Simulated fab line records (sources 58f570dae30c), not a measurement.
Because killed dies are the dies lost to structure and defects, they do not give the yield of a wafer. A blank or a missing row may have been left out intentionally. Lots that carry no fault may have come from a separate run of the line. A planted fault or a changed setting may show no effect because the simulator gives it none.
What tool caused it? | flow berkeley cmos170 | 45 wafers from 15 lots sampled at 4 of the route's 331 steps

WHAT THE GAUGES SHOWED, per wafer
UCB170_PVT_OVL_MEAS_06. Usual: for PVT_OVL the level is -1 nm and the standard deviation is 6.7.
lot  | measured     | on         | PVT_OVL (nm) | flag
L197 | day 7 00:31  | overlay-02 | -6 -8 -8     |
L198 | day 7 11:02  | overlay-02 | -4 2 5       |
L201 | day 7 15:18  | overlay-02 | -3 -8 -9     |
L199 | day 7 16:34  | overlay-02 | 6 5 6        |
L200 | day 7 16:50  | overlay-02 | -12 -2 -10   |
L202 | day 7 17:13  | overlay-02 | 3 1 4        |
L204 | day 8 06:34  | overlay-02 | -5 0 -12     |
L203 | day 8 06:51  | overlay-01 | 5 13 6       |
L205 | day 8 07:01  | overlay-02 | 4 6 9        |
L206 | day 8 18:57  | overlay-02 | -3 7 3       |
L208 | day 9 04:13  | overlay-01 | 2 -11 2      |
L209 | day 9 04:37  | overlay-02 | -16 -10 -7   |
L211 | day 9 13:53  | overlay-02 | 6 -2 1       |
L210 | day 9 14:27  | overlay-01 | 10 11 4      |
L219 | day 11 16:43 | overlay-02 | -6 -15 -5    |

UCB170_PVT_TW_MEAS_09. Usual: for PVT_TW the level is 504 and the standard deviation is 4.
lot  | measured     | on            | PVT_TW      | flag
L197 | day 7 00:49  | film metro-04 | 511 509 512 |
L198 | day 7 11:19  | film metro-03 | 503 505 504 |
L201 | day 7 15:35  | film metro-03 | 507 507 507 |
L199 | day 7 16:52  | film metro-02 | 499 499 499 |
L200 | day 7 17:07  | film metro-03 | 507 508 507 |
L202 | day 7 17:30  | film metro-03 | 503 504 505 |
L204 | day 8 06:52  | film metro-02 | 497 498 498 |
L203 | day 8 07:08  | film metro-03 | 503 505 504 |
L205 | day 8 07:18  | film metro-03 | 505 504 505 |
L206 | day 8 19:14  | film metro-02 | 499 500 500 |
L208 | day 9 04:30  | film metro-04 | 513 515 511 |
L209 | day 9 04:55  | film metro-02 | 500 501 501 |
L211 | day 9 14:10  | film metro-02 | 500 500 498 |
L210 | day 9 14:44  | film metro-02 | 503 500 501 |
L219 | day 11 17:00 | film metro-03 | 506 502 505 |

UCB170_PLDD_OVL_MEAS_07. Usual: for PLDD_OVL the level is 0 nm and the standard deviation is 4.7.
lot  | measured     | on         | PLDD_OVL (nm) | flag
L197 | day 7 16:35  | overlay-02 | 2 -3 0        |
L198 | day 8 01:07  | overlay-02 | 1 2 0         |
L201 | day 8 10:09  | overlay-02 | -3 -4 -1      |
L199 | day 8 10:25  | overlay-01 | 6 -7 6        |
L200 | day 8 10:40  | overlay-01 | -1 2 -7       |
L202 | day 8 10:29  | overlay-02 | -3 -4 0       |
L204 | day 8 22:23  | overlay-02 | -1 9 -3       |
L203 | day 8 22:52  | overlay-01 | 4 10 0        |
L205 | day 8 22:37  | overlay-02 | -1 -2 -2      |
L206 | day 9 11:48  | overlay-01 | -4 5 3        |
L208 | day 9 22:38  | overlay-02 | -8 0 5        |
L219 | day 12 11:46 | overlay-02 | -2 3 4        |

TOOL THAT RAN EACH LOT (tool first, then ch and the chambers of the sampled wafers, then the start)
lot  | UCB170_GATE_EXPOSE_09
L197 | krf scanner-01 ch 0, day 7 13:31
L198 | krf scanner-02 ch 0, day 7 22:53
L201 | krf scanner-02 ch 0, day 8 06:17
L199 | krf scanner-01 ch 0, day 8 06:35
L200 | krf scanner-01 ch 0, day 8 07:01
L202 | krf scanner-02 ch 0, day 8 06:47
L204 | krf scanner-02 ch 0, day 8 18:44
L203 | krf scanner-02 ch 0, day 8 19:05
L205 | krf scanner-02 ch 0, day 8 18:50
L206 | krf scanner-02 ch 0, day 9 08:52
L208 | krf scanner-01 ch 0, day 9 19:50
L209 | krf scanner-01, day 9 19:59
L211 | krf scanner-02, day 10 03:44
L210 | krf scanner-01, day 10 03:59
L219 | krf scanner-01 ch 0, day 12 07:31
- UCB170_GATE_EXPOSE_09: exposes mask POLY, target cd 350 nm.

WHAT THE TOOLS THEMSELVES READ (means of the sampled wafers that have a number; where no wafer has one, the mark that the record gives instead)
UCB170_GATE_EXPOSE_09. Usual: exposure dose mJ cm2 20.981, standard deviation 0.02; focus offset nm 0.1 nm, standard deviation 0.53.
lot  | tool           | exposure dose mJ cm2 | focus offset nm (nm) | flag
L197 | krf scanner-01 | 20.995               | -0.1                 |
L198 | krf scanner-02 | 21.002               | 0.1                  |
L201 | krf scanner-02 | 20.985               | 0.1                  |
L199 | krf scanner-01 | 20.998               | -0.0                 |
L200 | krf scanner-01 | 20.989               | -0.3                 |
L202 | krf scanner-02 | 20.983               | 0.2                  |
L204 | krf scanner-02 | 20.971               | 0.0                  |
L203 | krf scanner-02 | 20.967               | 0.3                  |
L205 | krf scanner-02 | 20.966               | -0.1                 |
L206 | krf scanner-02 | 20.951               | 0.1                  |
L208 | krf scanner-01 | 20.987               | -0.5                 |
L209 | krf scanner-01 | -                    | -                    | OFF
L211 | krf scanner-02 | -                    | -                    | OFF
L210 | krf scanner-01 | -                    | -                    | OFF
L219 | krf scanner-01 | 20.995               | 0.7                  |

THE ANSWER, worked out from the rows above alone
Rule: take the mean of a lot's wafers that have a number; if it is more than 3 standard deviations from the usual mean, the lot is off. Also off: a lot with no number at a reading for which 4 or more lots have one. All remaining lots with rows at the step are treated as sound. Order of review: gauges by route order, followed by the tools' own readings, for which a lot's mean as printed above is used. At the first step where some lot is off, the reading lying furthest off is the one used; lots without a number count as furthest.
Off, at UCB170_GATE_EXPOSE_09 on exposure dose mJ cm2: L209, L211, L210. Without a number there: L209, L211, L210.
A tool fits if, at that step or a process step before it, it ran every lot that is off, and no sound lot after the first of them. None of those tried fits.

WHAT THE SIMULATOR HAD INSERTED
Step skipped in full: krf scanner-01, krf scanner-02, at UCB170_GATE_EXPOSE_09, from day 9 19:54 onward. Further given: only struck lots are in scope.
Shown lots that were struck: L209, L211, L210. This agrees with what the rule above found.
